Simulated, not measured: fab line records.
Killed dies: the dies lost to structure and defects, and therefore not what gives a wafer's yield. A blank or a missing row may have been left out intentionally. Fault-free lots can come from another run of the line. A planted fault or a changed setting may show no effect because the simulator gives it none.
Lot-split experiment / flow berkeley cmos170 / on a route of 331 steps: 5 lots, 23 wafers read

## SPLIT DETAILS
At UCB170_PSD_EXPOSE_03 (exposes mask PSELECT MOD, target cd 1200 nm), the setting dose mj was moved away from the recipe's 30 on 9 of the 23 wafers read, by -6.9% to -5.3%. All remaining wafers had this setting at the recipe value.

## FROM THE SPLIT TO THE READING: what the file shows between them, 2 steps
- UCB170_PSD_PEB_04
- UCB170_PSD_DEVELOP_05: develop time 45 s

## THE READING
cd nm (nm) at UCB170_PSD_CD_MEAS_06, where the cd target is 1200 nm. On this fab line, fault-free wafers typically give 1199.1 nm with a standard deviation of 1.4 nm.

wafer=L074.1; tool, chamber at the split=krf scanner-02, 0; dose mj as run=28.11; against the recipe=-6.3%; cd nm, nm=1187.7; against lot-mates on the recipe=-12.1
wafer=L074.2; tool, chamber at the split=krf scanner-02, 0; dose mj as run=30; against the recipe=recipe; cd nm, nm=1199.9; against lot-mates on the recipe=-
wafer=L074.3; tool, chamber at the split=krf scanner-02, 0; dose mj as run=30; against the recipe=recipe; cd nm, nm=1199.7; against lot-mates on the recipe=-
wafer=L074.4; tool, chamber at the split=krf scanner-02, 0; dose mj as run=28.11; against the recipe=-6.3%; cd nm, nm=1187.9; against lot-mates on the recipe=-11.9
wafer=L074.6; tool, chamber at the split=krf scanner-02, 0; dose mj as run=30; against the recipe=recipe; cd nm, nm=1199.9; against lot-mates on the recipe=-
wafer=L077.1; tool, chamber at the split=krf scanner-01, 0; dose mj as run=30; against the recipe=recipe; cd nm, nm=1197.9; against lot-mates on the recipe=-
wafer=L077.2; tool, chamber at the split=krf scanner-01, 0; dose mj as run=30; against the recipe=recipe; cd nm, nm=1198.3; against lot-mates on the recipe=-
wafer=L077.3; tool, chamber at the split=krf scanner-01, 0; dose mj as run=30; against the recipe=recipe; cd nm, nm=1198.4; against lot-mates on the recipe=-
wafer=L077.4; tool, chamber at the split=krf scanner-01, 0; dose mj as run=27.92; against the recipe=-6.9%; cd nm, nm=1184.8; against lot-mates on the recipe=-13.4
wafer=L077.6; tool, chamber at the split=krf scanner-01, 0; dose mj as run=27.92; against the recipe=-6.9%; cd nm, nm=1185.4; against lot-mates on the recipe=-12.8
wafer=L080.2; tool, chamber at the split=krf scanner-01, 0; dose mj as run=30; against the recipe=recipe; cd nm, nm=1200.9; against lot-mates on the recipe=-
wafer=L080.3; tool, chamber at the split=krf scanner-01, 0; dose mj as run=30; against the recipe=recipe; cd nm, nm=1200.9; against lot-mates on the recipe=-
wafer=L080.6; tool, chamber at the split=krf scanner-01, 0; dose mj as run=30; against the recipe=recipe; cd nm, nm=1201.2; against lot-mates on the recipe=-
wafer=L084.1; tool, chamber at the split=krf scanner-01, 0; dose mj as run=30; against the recipe=recipe; cd nm, nm=1197.9; against lot-mates on the recipe=-
wafer=L084.2; tool, chamber at the split=krf scanner-01, 0; dose mj as run=28.41; against the recipe=-5.3%; cd nm, nm=1187.9; against lot-mates on the recipe=-9.4
wafer=L084.3; tool, chamber at the split=krf scanner-01, 0; dose mj as run=28.41; against the recipe=-5.3%; cd nm, nm=1187.8; against lot-mates on the recipe=-9.5
wafer=L084.4; tool, chamber at the split=krf scanner-01, 0; dose mj as run=28.41; against the recipe=-5.3%; cd nm, nm=1188.0; against lot-mates on the recipe=-9.3
wafer=L084.6; tool, chamber at the split=krf scanner-01, 0; dose mj as run=30; against the recipe=recipe; cd nm, nm=1196.7; against lot-mates on the recipe=-
wafer=L085.1; tool, chamber at the split=krf scanner-02, 0; dose mj as run=30; against the recipe=recipe; cd nm, nm=1198.1; against lot-mates on the recipe=-
wafer=L085.2; tool, chamber at the split=krf scanner-02, 0; dose mj as run=27.97; against the recipe=-6.8%; cd nm, nm=1187.4; against lot-mates on the recipe=-11.4
wafer=L085.3; tool, chamber at the split=krf scanner-02, 0; dose mj as run=30; against the recipe=recipe; cd nm, nm=1198.6; against lot-mates on the recipe=-
wafer=L085.4; tool, chamber at the split=krf scanner-02, 0; dose mj as run=27.97; against the recipe=-6.8%; cd nm, nm=1186.9; against lot-mates on the recipe=-11.9
wafer=L085.5; tool, chamber at the split=krf scanner-02, 0; dose mj as run=30; against the recipe=recipe; cd nm, nm=1199.7; against lot-mates on the recipe=-

THE FIT
A straight line over all 23 wafers: cd nm changes by +1.93 nm for each +1% of dose mj; r = +0.98; the points scatter about the line by 1.2 nm.
The same after taking each lot's own level away (the mean of its wafers on the recipe; 23 wafers): +1.82 nm for each +1%; r = +1.00; scatter 0.48 nm.
That fit puts the effect of the largest move of dose mj on the reading at 13 nm.
Measured against the standard deviation above, the lots' own levels, which go from 1197.30 to 1201.00 nm, span 2.6 times it.
Hence the lot-to-lot level has little effect on the slope; both slopes agree.
Check: for one of the wafers moved furthest among these (-6.9%), held out of the fit, the line's prediction against its lot-mates is -12.5 nm. Against them it came out at -13.4 nm.

## THESE WAFERS: OTHER SPLITS
Before the reading, these wafers also passed through other splits. Each is held against what the fit with the lots' levels taken away leaves over:
other split on the same wafers=UCB170_NLDD_IMPLANT_09 energy kev; wafers away from the commonest value=8; r with cd nm (lot level and that fit taken away)=-0.06

## FILE'S OWN FIT
cd nm changes by +1.82 nm for each +1% of dose mj, r = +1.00.
